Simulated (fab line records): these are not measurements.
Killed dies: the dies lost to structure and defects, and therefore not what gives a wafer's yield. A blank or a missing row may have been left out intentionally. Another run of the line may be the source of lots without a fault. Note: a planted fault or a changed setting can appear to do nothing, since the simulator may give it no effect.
fab line records    flow rit-cmos
record: lots: 15  wafers: 45  last-day: 8
route steps=202 shown PSD@148 SILICIDE@167 CONTACT@173 M1@186
lots that met no fault: taken from a fault-free run of the same line
start-h: the number of hours between the record's first day and the start of the first shown wafer of the lot    wait-h: hours from the lot's prior step to this one    " as in the row above    L1.1+2: one row covering several wafers at once    - no value present, or no start provided    * or withheld: withheld    < > ~ a bound
route shown NAME@n: names a module that has steps shown in the file, with the first one's number in the route    usual: mean/standard deviation of fault-free wafers    same: alike in all rows    chamber/n: place in a boat    sites: the reading at each site    _std_site: the values' standard deviation    _edge_site: outer sites' mean less inner sites'    radius-mm: how far each site lies from the wafer's centre    mask NAME#n: copy n    behind: the most recent tool/chamber to have shaped the wafer    hold: the reason the lot was held/the length of the hold in hours/how it ended    device: the n, p or np transistor that did not switch    end of line: tests run on the same wafers once the route is complete    a step with no rows: only its recipe    killed: dies that structure and defects cost at the first sort, which is not the same as the wafer's yield    map: a wafer's dies, x killed, . not, _ none there
set.NAME: the setting as run; set.NAME@STEP: as run at that earlier step    model.NAME: the simulator's own value behind a step, which no gauge read
a sample of lots followed through the steps of the route, with each step as a table and each wafer as a row
services: the hour from which a tool's chamber was out of use, counted from the record's first day as start-h (under 0 if before that day), plus the number of hours and why
== steps ==
step: RIT_PSD_OVL_MEAS_06
usual: PSD_OVL: 0.7/1.4
lot.wafer  tool        chamber  start-h  wait-h  PSD_OVL[nm]
L222.2     overlay-01  -        55.00    -       2.6
L222.4     "           -        "        "       2.4
L222.6     "           -        "        "       2.4
L225.1     overlay-02  -        69.49    -       -0.6
L225.4     "           -        "        "       0.9
L225.5     "           -        "        "       -0.1
L226.3     overlay-02  -        73.20    -       1.4
L226.5     "           -        "        "       1.6
L226.6     "           -        "        "       1.8
L227.3     overlay-01  -        81.33    -       -0.5
L227.4     "           -        "        "       0.3
L227.5     "           -        "        "       1.9
L229.1     overlay-01  -        90.55    -       -0.3
L229.5     "           -        "        "       -0.4
L229.6     "           -        "        "       -0.7
L230.3     overlay-02  -        93.88    -       1.0
L230.4     "           -        "        "       0.4
L230.5     "           -        "        "       0.5
L234.4     overlay-01  -        115.09   -       0.2
L234.5     "           -        "        "       0.6
L234.6     "           -        "        "       2.0
L235.3     overlay-01  -        119.58   -       0.4
L235.5     "           -        "        "       0.2
L235.6     "           -        "        "       -0.6
L236.1     overlay-02  -        125.77   -       2.1
L236.2     "           -        "        "       0.4
L236.5     "           -        "        "       1.7
L237.3     overlay-01  -        132.60   -       0.2
L237.4     "           -        "        "       -0.1
L237.5     "           -        "        "       0.2
L238.3     overlay-01  -        146.11   -       -0.3
L238.4     "           -        "        "       -0.1
L238.6     "           -        "        "       0.8
L240.2     overlay-01  -        159.63   -       -1.3
L240.3     "           -        "        "       -2.2
L240.4     "           -        "        "       -2.8
L241.2     overlay-02  -        170.36   -       1.6
L241.3     "           -        "        "       3.9
L241.4     "           -        "        "       2.2
L242.1     overlay-02  -        180.72   -       -1.9
L242.3     "           -        "        "       -1.3
L242.6     "           -        "        "       -1.7
L244.2     overlay-02  -        191.68   -       0.1
L244.3     "           -        "        "       -0.3
L244.4     "           -        "        "       0.1
step: RIT_SILICIDE_RTA_06
recipe: temp-c: 750  time-s: 9.653  idle-temp-c: 25  ramp-up-s: 5  ramp-down-s: 10  cool-to-c: 25  ambient: N2
usual: chamber-o2-ppm: 1.999/0.021  wafer_temp_C_max: 754.3/1.3
same: time-s: 9.653
lot.wafer  tool           chamber  start-h  wait-h  chamber-o2-ppm  wafer_temp_C_max
L222.2     rtp-anneal-02  0        57.28    0.0     2.013           755.1
L222.4     "              0        "        "       1.992           755.9
L222.6     "              0        "        "       2.006           753.2
L225.1     rtp-anneal-01  0        71.45    0.0     1.984           753.0
L225.4     "              0        "        "       1.982           752.3
L225.5     "              0        "        "       1.977           752.7
L226.3     rtp-anneal-02  0        75.14    0.0     1.991           754.1
L226.5     "              0        "        "       1.981           755.9
L226.6     "              0        "        "       2.000           754.4
L227.3     rtp-anneal-01  0        83.27    0.0     2.014           752.7
L227.4     "              0        "        "       1.997           752.4
L227.5     "              0        "        "       1.991           752.6
L229.1     rtp-anneal-01  0        92.48    0.0     2.032           753.4
L229.5     "              0        "        "       2.033           752.7
L229.6     "              0        "        "       2.007           753.2
L230.3     rtp-anneal-02  0        95.82    0.0     1.972           757.2
L230.4     "              0        "        "       2.018           755.3
L230.5     "              0        "        "       2.003           754.9
L234.4     rtp-anneal-02  0        117.03   0.0     2.030           755.6
L234.5     "              0        "        "       2.016           756.4
L234.6     "              0        "        "       2.015           756.1
L235.3     rtp-anneal-01  0        121.52   0.0     2.027           753.7
L235.5     "              0        "        "       2.041           752.6
L235.6     "              0        "        "       2.015           754.3
L236.1     rtp-anneal-02  0        127.70   0.0     2.007           755.2
L236.2     "              0        "        "       2.032           756.3
L236.5     "              0        "        "       2.003           753.3
L237.3     rtp-anneal-01  0        134.55   0.0     2.010           753.5
L237.4     "              0        "        "       1.986           753.8
L237.5     "              0        "        "       1.961           752.6
L238.3     rtp-anneal-01  0        148.06   0.0     2.020           753.9
L238.4     "              0        "        "       1.995           754.3
L238.6     "              0        "        "       1.998           754.7
L240.2     rtp-anneal-02  0        161.58   0.0     2.019           756.4
L240.3     "              0        "        "       1.991           755.9
L240.4     "              0        "        "       2.018           754.9
L241.2     rtp-anneal-01  0        172.32   0.0     2.012           753.3
L241.3     "              0        "        "       2.026           752.5
L241.4     "              0        "        "       1.964           753.4
L242.1     rtp-anneal-02  0        182.87   0.0     1.991           756.3
L242.3     "              0        "        "       1.990           755.3
L242.6     "              0        "        "       1.976           756.0
L244.2     rtp-anneal-02  0        193.63   0.0     1.991           755.6
L244.3     "              0        "        "       2.009           756.1
L244.4     "              0        "        "       1.961           754.9
step: RIT_CONTACT_EXPOSE_05
recipe: mask-id: M11  na: 0.6  source-shape: conventional  sigma-outer: 0.5  target-cd-nm: 1000  dose-mj: 250
usual: exposure-dose-mJ-cm2: 247.15/0.25  focus-offset-nm: -0.1/0.44
lot.wafer  tool              chamber  start-h  wait-h  mask   exposure-dose-mJ-cm2  focus-offset-nm
L222.2     iline-stepper-01  0        57.92    0.1     M11#0  247.23                -0.4
L222.4     "                 0        "        "       M11#0  247.41                0.7
L222.6     "                 0        "        "       M11#0  247.31                -0.3
L225.1     iline-stepper-02  0        72.09    0.1     M11#0  247.35                0.0
L225.4     "                 0        "        "       M11#0  247.66                0.6
L225.5     "                 0        "        "       M11#0  247.20                -0.4
L226.3     iline-stepper-02  0        75.83    0.2     M11#0  247.33                -0.5
L226.5     "                 0        "        "       M11#0  247.41                -0.3
L226.6     "                 0        "        "       M11#0  246.87                -0.5
L227.3     iline-stepper-02  0        83.91    0.1     M11#0  246.73                0.2
L227.4     "                 0        "        "       M11#0  247.05                -0.4
L227.5     "                 0        "        "       M11#0  247.14                0.3
L229.1     iline-stepper-01  0        93.10    0.1     M11#0  247.30                -0.9
L229.5     "                 0        "        "       M11#0  247.12                -0.3
L229.6     "                 0        "        "       M11#0  246.95                -0.8
L230.3     iline-stepper-01  0        96.46    0.1     M11#0  247.44                0.2
L230.4     "                 0        "        "       M11#0  247.45                0.1
L230.5     "                 0        "        "       M11#0  247.97                0.1
L234.4     iline-stepper-01  -        117.68   0.1     M11#0  -                     -
L234.5     "                 -        "        "       M11#0  -                     -
L234.6     "                 -        "        "       M11#0  -                     -
L235.3     iline-stepper-02  -        122.28   0.2     M11#0  -                     -
L235.5     "                 -        "        "       M11#0  -                     -
L235.6     "                 -        "        "       M11#0  -                     -
L236.1     iline-stepper-02  -        128.32   0.1     M11#0  -                     -
L236.2     "                 -        "        "       M11#0  -                     -
L236.5     "                 -        "        "       M11#0  -                     -
L237.3     iline-stepper-02  0        135.19   0.1     M11#0  247.34                0.3
L237.4     "                 0        "        "       M11#0  247.12                0.4
L237.5     "                 0        "        "       M11#0  247.23                -0.4
L238.3     iline-stepper-01  0        148.82   0.2     M11#0  247.16                -0.3
L238.4     "                 0        "        "       M11#0  246.87                -0.3
L238.6     "                 0        "        "       M11#0  246.84                -0.2
L240.2     iline-stepper-02  0        162.21   0.1     M11#0  247.22                0.0
L240.3     "                 0        "        "       M11#0  246.97                -0.9
L240.4     "                 0        "        "       M11#0  247.28                -0.4
L241.2     iline-stepper-02  0        172.95   0.1     M11#0  246.81                0.2
L241.3     "                 0        "        "       M11#0  246.73                0.1
L241.4     "                 0        "        "       M11#0  246.48                -0.5
L242.1     iline-stepper-02  0        183.52   0.1     M11#0  246.84                -0.3
L242.3     "                 0        "        "       M11#0  246.97                -0.1
L242.6     "                 0        "        "       M11#0  247.03                -0.3
L244.2     iline-stepper-01  0        194.50   0.1     M11#0  246.76                -1.2
L244.3     "                 0        "        "       M11#0  246.81                -0.3
L244.4     "                 0        "        "       M11#0  246.91                -0.7
step: RIT_M1_THK_MEAS_02
recipe: thk-meas-gauge: xrf  reads: Al_of_M1_SPUTTER_00
usual: M1_AL_THK: 407/4.9
lot.wafer  tool           chamber  start-h  wait-h  M1_AL_THK[nm]
L222.2     film-metro-02  -        60.03    0.1     406
L222.4     "              -        "        "       401
L222.6     "              -        "        "       401
L225.1     film-metro-01  -        74.20    0.1     401
L225.4     "              -        "        "       400
L225.5     "              -        "        "       405
L226.3     film-metro-02  -        77.99    0.1     404
L226.5     "              -        "        "       404
L226.6     "              -        "        "       409
L227.3     film-metro-02  -        85.97    0.1     402
L227.4     "              -        "        "       404
L227.5     "              -        "        "       405
L229.1     film-metro-02  -        95.38    0.1     414
L229.5     "              -        "        "       414
L229.6     "              -        "        "       414
L230.3     film-metro-04  -        98.58    0.1     405
L230.4     "              -        "        "       407
L230.5     "              -        "        "       405
L237.3     film-metro-01  -        137.25   0.1     406
L237.4     "              -        "        "       404
L237.5     "              -        "        "       408
L238.3     film-metro-01  -        150.88   0.1     409
L238.4     "              -        "        "       408
L238.6     "              -        "        "       402
L240.2     film-metro-01  -        164.28   0.1     406
L240.3     "              -        "        "       408
L240.4     "              -        "        "       413
L241.2     film-metro-04  -        175.02   0.1     402
L241.3     "              -        "        "       409
L241.4     "              -        "        "       405
L242.1     film-metro-04  -        185.61   0.1     415
L242.3     "              -        "        "       416
L242.6     "              -        "        "       412
L244.2     film-metro-01  -        196.91   0.1     396
L244.3     "              -        "        "       399
L244.4     "              -        "        "       399
== services ==
tool              chamber  start-h  hours  kind
iline-stepper-02  -        66.17    2.1    pm
iline-stepper-02  -        68.25    -      consumable-replace:lamp
iline-stepper-01  -        83.48    1.7    pm
iline-stepper-02  -        99.51    1.7    pm
== key ==
first-sign: step: RIT_CONTACT_EXPOSE_05  reading: tool-record  direction: missing
effect none on later readings
met-at RIT_CONTACT_EXPOSE_05
struck-lots L234,L235,L236
later-rows-left-out L234.4,L234.5,L234.6,L235.3,L235.5,L235.6,L236.1,L236.2,L236.5
sort-left-out L234.4,L234.5,L234.6,L235.3,L235.5,L235.6,L236.1,L236.2,L236.5
tester-left-out L234,L235,L236
not-acting-at RIT_PSD_OVL_MEAS_06,RIT_SILICIDE_RTA_06,RIT_M1_THK_MEAS_02
onset-between 96.46 117.68
fault: kind: skipped-step-whole  tool: iline-stepper-01,iline-stepper-02  chamber: -  onset-h: 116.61  steps: RIT_CONTACT_EXPOSE_05  scope: struck-lots-only
tester-left-out: of these lots the tester's yield and bins aren't shown, on N5 and GAA mostly nor the transistor test; their killed dies are dies lost to structure and defects alone, not to doping, threshold or leakage, so they don't give the yield
sort-left-out: the simulated sort isn't trusted on such a fault, so these wafers' sort isn't shown, and their yield isn't known
later-rows-left-out: the simulator's readings of these wafers behind a module that went badly wrong aren't trusted and aren't shown, but for the sort
